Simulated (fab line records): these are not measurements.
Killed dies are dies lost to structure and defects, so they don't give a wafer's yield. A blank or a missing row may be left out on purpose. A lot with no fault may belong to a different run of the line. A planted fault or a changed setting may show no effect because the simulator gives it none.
fab line records	flow rit-cmos
record: lots: 5	wafers: 23
route steps=202 shown ACTIVE@7 FOX1@20 NWELL@36 PWELL@40 WELLDRIVE@50 PRETRO@72 GATE@81 NLDD@111 SPACER@128 NSD@132 SDANNEAL@153
start-h: start of the lot's first displayed wafer, in hours after the record's first day	wait-h: hours from the lot's prior step to this one	" unchanged from the row above	L1.1+2: a row that stands for several wafers	- no value, or no start given	* or withheld: withheld	< > ~ a bound
route shown NAME@n: NAME is a module with steps in the file, n the number in the route of the first one	usual: the fault-free wafers' mean and standard deviation	same: alike in all rows	chamber/n: place in a boat	sites: readings site by site	_std_site: their standard deviation	_edge_site: outer sites' mean less inner sites'	radius-mm: how far each site lies from the wafer's centre	mask NAME#n: copy n	behind: the most recent tool/chamber to have shaped the wafer	hold: what put the lot on hold/how long, in hours/how the hold closed	device: the n, p or np transistor that did not switch	end of line: at the end of the route, the tests of the same wafers	step lacking rows: just its recipe	killed: count of dies lost to structure and defects at first sort (not the wafer's yield)	map: the dies of a wafer, with x for killed, . for not killed, _ for no die there
set.NAME: the run value of the setting; set.NAME@STEP: its run value at that earlier step	model.NAME: the simulator's own value behind a step, which no gauge read
lots run with intentionally changed settings; tables by step, rows by wafer
== steps ==
step: RIT_ACTIVE_COAT_06
recipe: resist: NOVOLAK	spin-rpm: 3250	resist-thk-nm: 1000
lot.wafer	tool	chamber	start-h	wait-h	set.spin-rpm	model.NOVOLAK_of_ACTIVE_COAT_06.thk-nm
L074.1	litho-track-01	0	13.74	0.1	3175	1011
L074.3	"	0	"	"	3250	1001
L074.4	"	0	"	"	3250	997.6
L074.5	"	0	"	"	3250	996.3
L074.6	"	0	"	"	3175	1010
L076.1	litho-track-04	0	23.74	0.1	3250	1005
L076.2	"	0	"	"	3349	990.8
L076.4	"	0	"	"	3349	992.4
L076.5	"	0	"	"	3250	1008
L076.6	"	0	"	"	3250	1006
L077.1	litho-track-04	0	28.74	0.1	3445	971.3
L077.3	"	0	"	"	3250	997.2
L077.4	"	0	"	"	3445	973
L077.5	"	0	"	"	3445	971.1
L077.6	"	0	"	"	3250	1002
L078.1	litho-track-01	0	33.74	0.1	3250	995.7
L078.3	"	0	"	"	3250	994.6
L078.6	"	0	"	"	3250	992.2
L079.1	litho-track-01	0	38.74	0.1	3324	987.9
L079.2	"	0	"	"	3250	1000
L079.3	"	0	"	"	3324	990.3
L079.4	"	0	"	"	3324	989.2
L079.5	"	0	"	"	3250	999.1
step: RIT_FOX1_OXIDATION_00
recipe: temp-c: 1100	ambient: H2O	target-thk-a: 3507	p-h2o-torr: 720	ox-time-s: 1130
lot.wafer	tool	chamber	start-h	wait-h	set.ox-time-s	model.SiO2_of_FOX1_OXIDATION_00.thk-nm
L074.1	-	-	-	0.6	1084	344.7
L074.3	"	-	"	"	1084	336.7
L074.4	"	-	"	"	1084	342
L074.5	"	-	"	"	1084	340.1
L074.6	"	-	"	"	1084	335.2
L076.1	-	-	-	0.0	1215	370.1
L076.2	"	-	"	"	1215	378.3
L076.4	"	-	"	"	1215	370.3
L076.5	"	-	"	"	1215	373.2
L076.6	"	-	"	"	1215	373.7
L077.1	-	-	-	0.4	1202	375.9
L077.3	"	-	"	"	1202	374.2
L077.4	"	-	"	"	1202	373.2
L077.5	"	-	"	"	1202	371.9
L077.6	"	-	"	"	1202	379.6
L078.1	furnace-03	0	36.11	0.5	1130	358.4
L078.3	"	0	"	"	1130	355.3
L078.6	"	0	"	"	1130	360.9
L079.1	-	-	-	0.0	1196	370.2
L079.2	"	-	"	"	1196	364.3
L079.3	"	-	"	"	1196	368.3
L079.4	"	-	"	"	1196	366
L079.5	"	-	"	"	1196	373.2
step: RIT_FOX1_THK_MEAS_01
recipe: reads: SiO2_of_FOX1_OXIDATION_00
usual: FOX1_OXIDE_THK: 354/6.3
lot.wafer	tool	chamber	start-h	wait-h	set.ox-time-s@FOX1_OXIDATION_00	FOX1_OXIDE_THK[nm]
L074.1	film-metro-01	-	-	-	1084	345
L074.3	"	-	"	"	1084	337
L074.4	"	-	"	"	1084	342
L074.5	"	-	"	"	1084	340
L074.6	"	-	"	"	1084	335
L076.1	film-metro-01	-	-	-	1215	370
L076.2	"	-	"	"	1215	378
L076.4	"	-	"	"	1215	370
L076.5	"	-	"	"	1215	373
L076.6	"	-	"	"	1215	374
L077.1	film-metro-01	-	-	-	1202	376
L077.3	"	-	"	"	1202	374
L077.4	"	-	"	"	1202	373
L077.5	"	-	"	"	1202	372
L077.6	"	-	"	"	1202	379
L078.1	film-metro-03	-	37.42	0.0	1130	358
L078.3	"	-	"	"	1130	356
L078.6	"	-	"	"	1130	361
L079.1	film-metro-04	-	-	-	1196	370
L079.2	"	-	"	"	1196	364
L079.3	"	-	"	"	1196	368
L079.4	"	-	"	"	1196	366
L079.5	"	-	"	"	1196	373
step: RIT_NWELL_IMPLANT_08
recipe: species: P	energy-kev: 170	dose-cm2: 5e+13	tilt-deg: 7
lot.wafer	tool	chamber	start-h	wait-h	set.dose-cm2
L074.1+3	implanter-04	0	21.10	0.2	5.299e+13
L074.4+5+6	"	0	"	"	5e+13
L076.1+2+4+5+6	implanter-01	0	30.47	0.2	5e+13
L077.1+3+4	implanter-01	0	35.95	0.2	5.285e+13
L077.5+6	"	0	"	"	5e+13
L078.1+3+6	implanter-01	0	41.02	0.2	5e+13
L079.1+5	implanter-02	0	45.41	0.2	5e+13
L079.2+3+4	"	0	"	"	4.878e+13
step: RIT_NWELL_STRIP_09
recipe: chemistry: O2	time-s: 180	resist: NOVOLAK	platen-temp-c: withheld	power-w: 500	pressure-mtorr: 4000	o2-flow-sccm: 4000
step: RIT_NWELL_TW_MEAS_10
usual: NWELL_TW: 2152/14
lot.wafer	tool	chamber	start-h	wait-h	set.dose-cm2@NWELL_IMPLANT_08	NWELL_TW
L074.1	film-metro-02	-	21.43	0.1	5.299e+13	2204
L074.3	"	-	"	"	5.299e+13	2210
L074.4	"	-	"	"	5e+13	2161
L074.5	"	-	"	"	5e+13	2161
L074.6	"	-	"	"	5e+13	2154
L076.1	film-metro-03	-	30.79	0.1	5e+13	2128
L076.2	"	-	"	"	5e+13	2125
L076.4	"	-	"	"	5e+13	2130
L076.5	"	-	"	"	5e+13	2128
L076.6	"	-	"	"	5e+13	2132
L077.1	film-metro-04	-	36.27	0.1	5.285e+13	2206
L077.3	"	-	"	"	5.285e+13	2215
L077.4	"	-	"	"	5.285e+13	2194
L077.5	"	-	"	"	5e+13	2160
L077.6	"	-	"	"	5e+13	2145
L078.1	film-metro-02	-	41.34	0.1	5e+13	2154
L078.3	"	-	"	"	5e+13	2153
L078.6	"	-	"	"	5e+13	2165
L079.1	film-metro-04	-	45.74	0.1	5e+13	2155
L079.2	"	-	"	"	4.878e+13	2126
L079.3	"	-	"	"	4.878e+13	2135
L079.4	"	-	"	"	4.878e+13	2116
L079.5	"	-	"	"	5e+13	2144
step: RIT_PWELL_COAT_01
recipe: resist: NOVOLAK	spin-rpm: 2000	resist-thk-nm: 1300
lot.wafer	tool	chamber	start-h	wait-h	set.spin-rpm	model.NOVOLAK_of_PWELL_COAT_01.thk-nm
L074.1	litho-track-03	0	21.64	0.1	2000	1309
L074.3	"	0	"	"	1856	1354
L074.4	"	0	"	"	1856	1360
L074.5	"	0	"	"	2000	1307
L074.6	"	0	"	"	1856	1359
L076.1	litho-track-03	0	31.00	0.1	2000	1302
L076.2	"	0	"	"	2047	1287
L076.4	"	0	"	"	2047	1283
L076.5	"	0	"	"	2047	1289
L076.6	"	0	"	"	2000	1303
L077.1	litho-track-03	0	36.48	0.1	2000	1304
L077.3	"	0	"	"	2000	1302
L077.4	"	0	"	"	2137	1263
L077.5+6	"	0	"	"	2137	1256
L078.1+3	litho-track-03	0	41.55	0.1	2000	1304
L078.6	"	0	"	"	2000	1299
L079.1	litho-track-04	0	45.95	0.1	2000	1310
L079.2+3	"	0	"	"	2000	1307
L079.4	"	0	"	"	2000	1309
L079.5	"	0	"	"	2000	1305
step: RIT_PWELL_SOFTBAKE_02
recipe: resist: NOVOLAK	temp-c: 90	time-s: 60
step: RIT_PWELL_EXPOSE_03
recipe: mask-id: M3	na: 0.57	target-cd-nm: 43700	dose-mj: 250
step: RIT_PWELL_DEVELOP_05
recipe: resist: NOVOLAK	develop-time-s: 68	dev-temp-c: 23
step: RIT_PWELL_HARDBAKE_07
recipe: resist: NOVOLAK	temp-c: 140	time-s: 120
lot.wafer	tool	chamber	start-h	wait-h	set.spin-rpm@PWELL_COAT_01	model.NOVOLAK_of_PWELL_COAT_01.thk-nm
L074.1	litho-track-01	0	22.53	0.0	2000	1144
L074.3	"	0	"	"	1856	1183
L074.4	"	0	"	"	1856	1189
L074.5	"	0	"	"	2000	1143
L074.6	"	0	"	"	1856	1188
L076.1	litho-track-04	0	32.01	0.0	2000	1138
L076.2	"	0	"	"	2047	1126
L076.4	"	0	"	"	2047	1122
L076.5	"	0	"	"	2047	1127
L076.6	"	0	"	"	2000	1140
L077.1	litho-track-04	0	37.38	0.0	2000	1140
L077.3	"	0	"	"	2000	1139
L077.4	"	0	"	"	2137	1105
L077.5+6	"	0	"	"	2137	1099
L078.1	litho-track-01	0	42.32	0.0	2000	1141
L078.3	"	0	"	"	2000	1140
L078.6	"	0	"	"	2000	1136
L079.1	litho-track-04	0	46.84	0.0	2000	1145
L079.2+3	"	0	"	"	2000	1143
L079.4	"	0	"	"	2000	1144
L079.5	"	0	"	"	2000	1141
step: RIT_PWELL_IMPLANT_08
recipe: species: B	energy-kev: 170	dose-cm2: 7e+13	tilt-deg: 7
lot.wafer	tool	chamber	start-h	wait-h	set.energy-kev	model.implant.rp-nm	model.implant.drp-nm
L074.1+4	implanter-01	0	22.78	0.2	170	482.4	102.9
L074.3+5+6	"	0	"	"	176.5	496.6	103.9
L076.1+2+4+5+6	implanter-02	0	32.26	0.2	170	489	102.9
L077.1+5+6	implanter-02	0	37.63	0.2	174.3	492.3	103.6
L077.3+4	"	0	"	"	170	482.9	102.9
L078.1+3+6	implanter-02	0	42.57	0.2	170	479.2	102.9
L079.1+2+3+4+5	implanter-01	0	47.09	0.2	170	489	102.9
step: RIT_PWELL_STRIP_09
recipe: chemistry: O2	time-s: 180	resist: NOVOLAK	platen-temp-c: withheld	power-w: 500	pressure-mtorr: 4000	o2-flow-sccm: 4000
step: RIT_WELLDRIVE_ANNEAL_00
recipe: temp-c: 1100	time-s: 14700	ambient: N2
step: RIT_WELLDRIVE_RS_MEAS_01
recipe: thk-meas-gauge: four-point-probe
usual: NWELL_RS: 276.2/0.78
lot.wafer	tool	chamber	start-h	wait-h	set.dose-cm2@NWELL_IMPLANT_08	NWELL_RS[ohm/sq]
L074.1	film-metro-04	-	28.54	0.0	5.299e+13	267.6
L074.3	"	-	"	"	5.299e+13	266.3
L074.4	"	-	"	"	5e+13	277.2
L074.5	"	-	"	"	5e+13	276.9
L074.6	"	-	"	"	5e+13	276.4
L076.1	film-metro-03	-	38.10	0.0	5e+13	275.8
L076.2	"	-	"	"	5e+13	275.6
L076.4	"	-	"	"	5e+13	275.4
L076.5	"	-	"	"	5e+13	275.8
L076.6	"	-	"	"	5e+13	275.7
L077.1	film-metro-02	-	43.18	0.0	5.285e+13	267.1
L077.3	"	-	"	"	5.285e+13	266.0
L077.4	"	-	"	"	5.285e+13	266.7
L077.5	"	-	"	"	5e+13	275.9
L077.6	"	-	"	"	5e+13	277.1
L078.1	film-metro-04	-	48.08	0.0	5e+13	275.6
L078.3	"	-	"	"	5e+13	275.7
L078.6	"	-	"	"	5e+13	275.2
L079.1	film-metro-02	-	53.42	0.0	5e+13	276.2
L079.2	"	-	"	"	4.878e+13	280.4
L079.3	"	-	"	"	4.878e+13	280.3
L079.4	"	-	"	"	4.878e+13	280.8
L079.5	"	-	"	"	5e+13	276.9
step: RIT_PRETRO_IMPLANT_08
recipe: species: B	energy-kev: 45	dose-cm2: 1.2e+13	tilt-deg: 7
lot.wafer	tool	chamber	start-h	wait-h	set.energy-kev	model.implant.rp-nm	model.implant.drp-nm
L074.1+4+6	implanter-03	0	31.62	0.2	47.63	154	56.94
L074.3+5	"	0	"	"	45	146	55.07
L076.1+5	implanter-03	0	41.06	0.2	45	145.1	55.07
L076.2+4+6	"	0	"	"	43.82	141.5	54.21
L077.1+5	implanter-03	0	46.34	0.2	42.77	137.3	53.42
L077.3+4+6	"	0	"	"	45	144.1	55.07
L078.1+3+6	implanter-03	0	51.03	0.2	45	144.8	55.07
L079.1+4+5	implanter-03	0	56.60	0.2	46.77	150.3	56.34
L079.2+3	"	0	"	"	45	144.9	55.07
step: RIT_GATE_OXIDATION_05
recipe: temp-c: 900	ambient: O2	target-thk-a: 30	ox-time-s: 270
lot.wafer	tool	chamber	start-h	wait-h	set.temp-c	model.SiO2_of_GATE_OXIDATION_05.thk-nm
L074.1	-	-	-	0.1	907.8	3.412
L074.3	"	-	"	"	907.8	3.403
L074.4	"	-	"	"	907.8	3.375
L074.5	"	-	"	"	907.8	3.414
L074.6	"	-	"	"	907.8	3.383
L076.1	-	-	-	0.1	900	2.925
L076.2	"	-	"	"	900	2.911
L076.4	"	-	"	"	900	2.931
L076.5	"	-	"	"	900	2.938
L076.6	"	-	"	"	900	2.917
L077.1	-	-	-	2.6	900	2.921
L077.3	"	-	"	"	900	2.991
L077.4	"	-	"	"	900	3.009
L077.5	"	-	"	"	900	3.024
L077.6	"	-	"	"	900	2.98
L078.1	furnace-04	0	52.10	0.3	900	2.972
L078.3	"	0	"	"	900	2.997
L078.6	"	0	"	"	900	3.007
L079.1	-	-	-	0.1	923.9	3.838
L079.2	"	-	"	"	923.9	3.908
L079.3	"	-	"	"	923.9	3.849
L079.4	"	-	"	"	923.9	3.914
L079.5	"	-	"	"	923.9	3.867
step: RIT_GATE_ANNEAL_06
recipe: temp-c: 900	time-s: 600	ambient: N2O
step: RIT_GATE_THK_MEAS_07
recipe: reads: SiO2_of_GATE_OXIDATION_05
usual: GATE_OXIDE_THK: 2.99/0.066
lot.wafer	tool	chamber	start-h	wait-h	set.temp-c@GATE_OXIDATION_05	GATE_OXIDE_THK[nm]
L074.1	film-metro-02	-	33.81	0.0	907.8	3.46
L074.3	"	-	"	"	907.8	3.46
L074.4	"	-	"	"	907.8	3.31
L074.5	"	-	"	"	907.8	3.40
L074.6	"	-	"	"	907.8	3.35
L076.1	film-metro-01	-	43.43	0.0	900	2.90
L076.2	"	-	"	"	900	2.89
L076.4	"	-	"	"	900	2.89
L076.5	"	-	"	"	900	2.97
L076.6	"	-	"	"	900	2.89
L077.1	film-metro-01	-	51.04	0.0	900	2.91
L077.3	"	-	"	"	900	2.98
L077.4	"	-	"	"	900	3.00
L077.5	"	-	"	"	900	3.02
L077.6	"	-	"	"	900	2.99
L078.1	film-metro-01	-	53.43	0.0	900	2.96
L078.3	"	-	"	"	900	3.03
L078.6	"	-	"	"	900	2.96
L079.1	film-metro-02	-	58.79	0.0	923.9	3.86
L079.2	"	-	"	"	923.9	3.93
L079.3	"	-	"	"	923.9	3.88
L079.4	"	-	"	"	923.9	3.92
L079.5	"	-	"	"	923.9	3.90
step: RIT_NLDD_IMPLANT_08
recipe: species: P	energy-kev: 20	dose-cm2: 5e+14	tilt-deg: 7
lot.wafer	tool	chamber	start-h	wait-h	set.energy-kev	model.implant.rp-nm	model.implant.drp-nm
L074.1+3+4+5+6	implanter-04	0	41.24	0.1	20	27.32	12.97
L076.1+4+6	implanter-04	0	50.81	0.1	20	27.91	12.97
L076.2+5	"	0	"	"	19.42	27.36	12.74
L077.1+4	implanter-01	0	58.47	0.1	19.48	27.03	12.76
L077.3+5+6	"	0	"	"	20	27.51	12.97
L078.1+3+6	implanter-02	0	63.76	0.1	20	28.32	12.97
L079.1+2+3+4+5	implanter-02	0	67.05	0.1	20	28.22	12.97
step: RIT_SPACER_CVD_03
recipe: material: Si3N4	target-thk-nm: 250	temp-c: 810	precursor: SiH2Cl2/NH3	time-s: 3300	pressure-mtorr: 300	sih2cl2-flow-sccm: 60	nh3-flow-sccm: 150
lot.wafer	tool	chamber	start-h	wait-h	set.nh3-flow-sccm
L074.1+3+4+5+6	-	-	-	1.6	161.8
L076.1+2+4+5+6	-	-	-	1.1	128.7
L077.1+3+4+5+6	-	-	-	0.0	171.7
L078.1+3+6	lpcvd-01	0	65.96	0.0	150
L079.1+2+3+4+5	-	-	-	1.1	165.5
step: RIT_NSD_COAT_01
recipe: resist: NOVOLAK	spin-rpm: 3250	resist-thk-nm: 1000
lot.wafer	tool	chamber	start-h	wait-h	set.resist-thk-nm	model.NOVOLAK_of_NSD_COAT_01.thk-nm
L074.1	litho-track-01	0	47.42	0.1	1041	1041
L074.3	"	0	"	"	1000	997.4
L074.4	"	0	"	"	1000	999.6
L074.5	"	0	"	"	1041	1039
L074.6	"	0	"	"	1000	1001
L076.1	litho-track-02	0	56.41	0.1	1000	1006
L076.2	"	0	"	"	1000	1000
L076.4	"	0	"	"	944.9	945.3
L076.5	"	0	"	"	944.9	946.9
L076.6	"	0	"	"	944.9	948
L077.1	litho-track-02	0	63.04	0.1	1042	1047
L077.3	"	0	"	"	1000	1008
L077.4	"	0	"	"	1000	1004
L077.5	"	0	"	"	1042	1044
L077.6	"	0	"	"	1042	1048
L078.1	litho-track-01	0	68.24	0.1	1000	997.7
L078.3	"	0	"	"	1000	994.9
L078.6	"	0	"	"	1000	997.8
L079.1	litho-track-02	0	72.74	0.1	1051	1055
L079.2	"	0	"	"	1051	1054
L079.3+4	"	0	"	"	1000	1001
L079.5	"	0	"	"	1000	1004
step: RIT_NSD_SOFTBAKE_02
recipe: resist: NOVOLAK	temp-c: 90	time-s: 60
step: RIT_NSD_EXPOSE_03
recipe: mask-id: M9	na: 0.57	target-cd-nm: 40700	dose-mj: 250
step: RIT_NSD_DEVELOP_05
recipe: resist: NOVOLAK	develop-time-s: 50	dev-temp-c: 23
step: RIT_NSD_HARDBAKE_07
recipe: resist: NOVOLAK	temp-c: 140	time-s: 60
lot.wafer	tool	chamber	start-h	wait-h	set.resist-thk-nm@NSD_COAT_01	model.NOVOLAK_of_NSD_COAT_01.thk-nm
L074.1	litho-track-01	0	48.16	0.0	1041	919.5
L074.3	"	0	"	"	1000	881.5
L074.4	"	0	"	"	1000	883.5
L074.5	"	0	"	"	1041	917.9
L074.6	"	0	"	"	1000	884.8
L076.1	litho-track-02	0	57.15	0.0	1000	888.7
L076.2	"	0	"	"	1000	884.2
L076.4	"	0	"	"	944.9	835.9
L076.5	"	0	"	"	944.9	837.3
L076.6	"	0	"	"	944.9	838.2
L077.1	litho-track-01	0	63.90	0.0	1042	924.8
L077.3	"	0	"	"	1000	890.6
L077.4	"	0	"	"	1000	887.7
L077.5	"	0	"	"	1042	922.3
L077.6	"	0	"	"	1042	926
L078.1	litho-track-01	0	68.97	0.0	1000	881.8
L078.3	"	0	"	"	1000	879.4
L078.6	"	0	"	"	1000	881.9
L079.1	litho-track-02	0	73.47	0.0	1051	931.7
L079.2	"	0	"	"	1051	931.1
L079.3	"	0	"	"	1000	884.4
L079.4	"	0	"	"	1000	884.3
L079.5	"	0	"	"	1000	887.6
step: RIT_NSD_IMPLANT_08
recipe: species: P	energy-kev: 25	dose-cm2: 1e+15	tilt-deg: 7
lot.wafer	tool	chamber	start-h	wait-h	set.energy-kev	model.implant.drp-nm
L074.1+3	implanter-04	0	48.31	0.1	25.7	15.09
L074.4+5+6	"	0	"	"	25	14.84
L076.1+6	implanter-04	0	57.30	0.1	25	14.84
L076.2+4+5	"	0	"	"	26.37	15.32
L077.1+3+4+5+6	implanter-04	0	64.05	0.1	25	14.84
L078.1+3+6	implanter-04	0	69.12	0.1	25	14.84
L079.1+5	implanter-04	0	73.62	0.1	24.42	14.63
L079.2+3+4	"	0	"	"	25	14.84
step: RIT_NSD_STRIP_09
recipe: chemistry: O2	time-s: 180	resist: NOVOLAK	platen-temp-c: withheld	power-w: 500	pressure-mtorr: 4000	o2-flow-sccm: 4000
step: RIT_NSD_TW_MEAS_10
usual: NSD_TW: 3123/15
lot.wafer	tool	chamber	start-h	wait-h	set.energy-kev@NSD_IMPLANT_08	NSD_TW
L074.1	film-metro-02	-	48.63	0.1	25.7	3160
L074.3	"	-	"	"	25.7	3146
L074.4	"	-	"	"	25	3124
L074.5	"	-	"	"	25	3114
L074.6	"	-	"	"	25	3140
L076.1	film-metro-01	-	57.62	0.1	25	3115
L076.2	"	-	"	"	26.37	3154
L076.4	"	-	"	"	26.37	3155
L076.5	"	-	"	"	26.37	3166
L076.6	"	-	"	"	25	3108
L077.1	film-metro-02	-	64.37	0.1	25	3135
L077.3	"	-	"	"	25	3137
L077.4	"	-	"	"	25	3116
L077.5	"	-	"	"	25	3130
L077.6	"	-	"	"	25	3144
L078.1	film-metro-01	-	69.45	0.1	25	3093
L078.3	"	-	"	"	25	3113
L078.6	"	-	"	"	25	3117
L079.1	film-metro-01	-	73.95	0.1	24.42	3105
L079.2	"	-	"	"	25	3130
L079.3	"	-	"	"	25	3133
L079.4	"	-	"	"	25	3116
L079.5	"	-	"	"	24.42	3105
step: RIT_SDANNEAL_CLEAN_00
recipe: chemistry: SC1	mix: 3:3:50	time-s: 600	temp-c: 75
lot.wafer	tool	chamber	start-h	wait-h	set.temp-c	set.nh3-flow-sccm@SPACER_CVD_03	model.Si3N4_of_SPACER_CVD_03.thk-nm
L074.1	-	-	-	0.1	75	161.8	212.8
L074.3	"	-	"	"	75	161.8	215.3
L074.4	"	-	"	"	75	161.8	213.3
L074.5	"	-	"	"	75	161.8	212.1
L074.6	"	-	"	"	75	161.8	213.6
L076.1	-	-	-	0.1	73.39	128.7	176.4
L076.2	"	-	"	"	73.39	128.7	176
L076.4	"	-	"	"	73.39	128.7	178
L076.5	"	-	"	"	73.39	128.7	179.1
L076.6	"	-	"	"	73.39	128.7	177.2
L077.1	-	-	-	0.1	73.67	171.7	219.7
L077.3	"	-	"	"	73.67	171.7	218.6
L077.4	"	-	"	"	73.67	171.7	218.8
L077.5	"	-	"	"	73.67	171.7	217.9
L077.6	"	-	"	"	73.67	171.7	218.4
L078.1	wet-bench-04	2	70.93	0.1	75	150	198.7
L078.3	"	2	"	"	75	150	199
L078.6	"	2	"	"	75	150	199.4
L079.1	-	-	-	0.1	71.79	165.5	215.3
L079.2	"	-	"	"	71.79	165.5	213
L079.3	"	-	"	"	71.79	165.5	213.5
L079.4	"	-	"	"	71.79	165.5	213.9
L079.5	"	-	"	"	71.79	165.5	212.9
== key ==
split: step: RIT_ACTIVE_COAT_06	setting: spin-rpm	stated: 3250	by: wafer
response: step: RIT_ACTIVE_COAT_06	reading: model.NOVOLAK_of_ACTIVE_COAT_06.thk-nm	change: -4.74	per: 1%	r: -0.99
split: step: RIT_FOX1_OXIDATION_00	setting: ox-time-s	stated: 1130	by: lot
response: step: RIT_FOX1_OXIDATION_00	reading: model.SiO2_of_FOX1_OXIDATION_00.thk-nm	change: +2.9	per: 1%	r: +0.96
response: step: RIT_FOX1_THK_MEAS_01	reading: FOX1_OXIDE_THK	change: +2.88	per: 1%	r: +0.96
split: step: RIT_NWELL_IMPLANT_08	setting: dose-cm2	stated: 5e+13	by: wafer
response: step: RIT_NWELL_TW_MEAS_10	reading: NWELL_TW	change: +8.78	per: 1%	r: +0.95
response: step: RIT_WELLDRIVE_RS_MEAS_01	reading: NWELL_RS	change: -1.68	per: 1%	r: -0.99
split: step: RIT_PWELL_COAT_01	setting: spin-rpm	stated: 2000	by: wafer
response: step: RIT_PWELL_COAT_01	reading: model.NOVOLAK_of_PWELL_COAT_01.thk-nm	change: -6.7	per: 1%	r: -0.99
response: step: RIT_PWELL_HARDBAKE_07	reading: model.NOVOLAK_of_PWELL_COAT_01.thk-nm	change: -5.76	per: 1%	r: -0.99
split: step: RIT_PWELL_IMPLANT_08	setting: energy-kev	stated: 170	by: wafer
response: step: RIT_PWELL_IMPLANT_08	reading: model.implant.rp-nm	change: +3.71	per: 1%	r: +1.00
response: step: RIT_PWELL_IMPLANT_08	reading: model.implant.drp-nm	change: +0.27	per: 1%	r: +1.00
split: step: RIT_PRETRO_IMPLANT_08	setting: energy-kev	stated: 45	by: wafer
response: step: RIT_PRETRO_IMPLANT_08	reading: model.implant.rp-nm	change: +1.37	per: 1%	r: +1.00
response: step: RIT_PRETRO_IMPLANT_08	reading: model.implant.drp-nm	change: +0.325	per: 1%	r: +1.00
split: step: RIT_GATE_OXIDATION_05	setting: temp-c	stated: 900	by: lot
response: step: RIT_GATE_OXIDATION_05	reading: model.SiO2_of_GATE_OXIDATION_05.thk-nm	change: +0.346	per: 1%	r: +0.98
response: step: RIT_GATE_THK_MEAS_07	reading: GATE_OXIDE_THK	change: +0.357	per: 1%	r: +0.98
split: step: RIT_NLDD_IMPLANT_08	setting: energy-kev	stated: 20	by: wafer
response: step: RIT_NLDD_IMPLANT_08	reading: model.implant.rp-nm	change: +0.188	per: 1%	r: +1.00
response: step: RIT_NLDD_IMPLANT_08	reading: model.implant.drp-nm	change: +0.0787	per: 1%	r: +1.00
split: step: RIT_SPACER_CVD_03	setting: nh3-flow-sccm	stated: 150	by: lot
response: step: RIT_SDANNEAL_CLEAN_00	reading: model.Si3N4_of_SPACER_CVD_03.thk-nm	change: +1.48	per: 1%	r: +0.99
split: step: RIT_NSD_COAT_01	setting: resist-thk-nm	stated: 1000	by: wafer
response: step: RIT_NSD_COAT_01	reading: model.NOVOLAK_of_NSD_COAT_01.thk-nm	change: +10.1	per: 1%	r: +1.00
response: step: RIT_NSD_HARDBAKE_07	reading: model.NOVOLAK_of_NSD_COAT_01.thk-nm	change: +8.8	per: 1%	r: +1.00
split: step: RIT_NSD_IMPLANT_08	setting: energy-kev	stated: 25	by: wafer
response: step: RIT_NSD_IMPLANT_08	reading: model.implant.drp-nm	change: +0.0888	per: 1%	r: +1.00
response: step: RIT_NSD_TW_MEAS_10	reading: NSD_TW	change: +8.92	per: 1%	r: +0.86
split: step: RIT_SDANNEAL_CLEAN_00	setting: temp-c	stated: 75	by: lot
response none clear
